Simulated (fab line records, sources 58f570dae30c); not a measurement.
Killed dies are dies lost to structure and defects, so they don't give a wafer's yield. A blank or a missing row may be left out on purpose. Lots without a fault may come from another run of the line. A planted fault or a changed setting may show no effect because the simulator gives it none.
Problem report in the 8D (eight disciplines) form, filled by code | flow berkeley_cmos170 | the parts of the form that need people (team, actions taken, sign-off) are left out

1. THE PROBLEM
PLDD_TW at UCB170_PLDD_TW_MEAS_11 reads a mean of 934 on 6 wafers of 2 lots; wafers without a fault read 1012 with a standard deviation of 6.5. That is -12 standard deviations from the usual mean.
First seen on wafer L212.1, day 9 21:08, on film_metro-01. The record holds 42 wafers of 14 lots with a number at this step. Rule for "out", or "out of limits": more than 4 standard deviations from the usual mean. The other wafers with a number count as sound.

2. WHAT IT IS AND WHAT IT IS NOT
question                    | is                           | is not
which readings at this step | PLDD_TW                      | -
which lots                  | L212, L213                   | L195, L197, L198, L199, L200, L201, L202, L203, L204, L216, L217, L218
which wafers of those lots  | all that have a number       | -
read on which gauges        | film_metro-01, film_metro-02 | film_metro-04
when                        | from day 9 21:08             | up to then (27 sound wafers); but 9 sound wafers of L216, L217, L218 came after

3. SUSPECTS, AND WHAT RULES EACH OUT
Counting: a tool at a process step up to the reading stays a suspect if it ran every lot that is out and no sound lot after the first of them.
- the gauge at UCB170_PLDD_TW_MEAS_11: ruled out. The wafers that are out were read on 2 gauges (film_metro-01, film_metro-02).
- implanter-01 at UCB170_PLDD_IMPLANT_09: kept. It ran every lot that is out, first L212 (day 9 20:53), and no sound lot after that; its last sound lot up to then is L201 (day 8 11:02). Its own readings are out on those wafers: dose_ions_cm2, faraday_current_uA.
Left after counting: implanter-01 at UCB170_PLDD_IMPLANT_09.

4. THE CAUSE (what the simulator had put in)
Process parameter drift: implanter-01, from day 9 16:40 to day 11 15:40, at UCB170_PLDD_IMPLANT_09. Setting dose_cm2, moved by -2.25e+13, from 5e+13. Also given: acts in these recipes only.
Counting left only this tool.

5. THE CHAIN OF EFFECTS, in route order
Each row: a reading whose mean over the struck wafers that have a number lies more than 3 standard deviations from the usual. Only readings for which the record gives a usual standard deviation are gone through. hours: the time from each lot's start at the first step in this table that gives one to its start at this step, as a median over the lots. sigmas: the change in usual standard deviations.
hours | step                       | reading            | usual       | on struck wafers | change     | sigmas
0     | UCB170_PLDD_IMPLANT_09     | dose_ions_cm2      | 4.999e+13   | 2.747e+13        | -2.252e+13 | -99 or more
0     | UCB170_PLDD_IMPLANT_09     | faraday_current_uA | 159         | 88               | -72        | -23
0     | UCB170_PLDD_TW_MEAS_11     | PLDD_TW            | 1012        | 934              | -78        | -12
14    | UCB170_SDANNEAL_RS_MEAS_04 | PLDD_RS            | 1032 ohm/sq | 1263             | +231       | +77
The process steps in it:
- UCB170_PLDD_IMPLANT_09

6. WHAT WOULD HAVE CAUGHT IT SOONER
In this record the first reading out of limits at a measuring or inspecting step was taken at day 9 21:08, 4 hours after the fault began at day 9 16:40.
The tool's own readings at UCB170_PLDD_IMPLANT_09 were out on every struck wafer that the step has a row for (dose_ions_cm2, faraday_current_uA): an alarm limit on them would have fired on the first of those.
Of the lots that are out (2), L213 began UCB170_PLDD_IMPLANT_09 on implanter-01 after day 9 21:08. A hold on the tool at that time would have spared it.
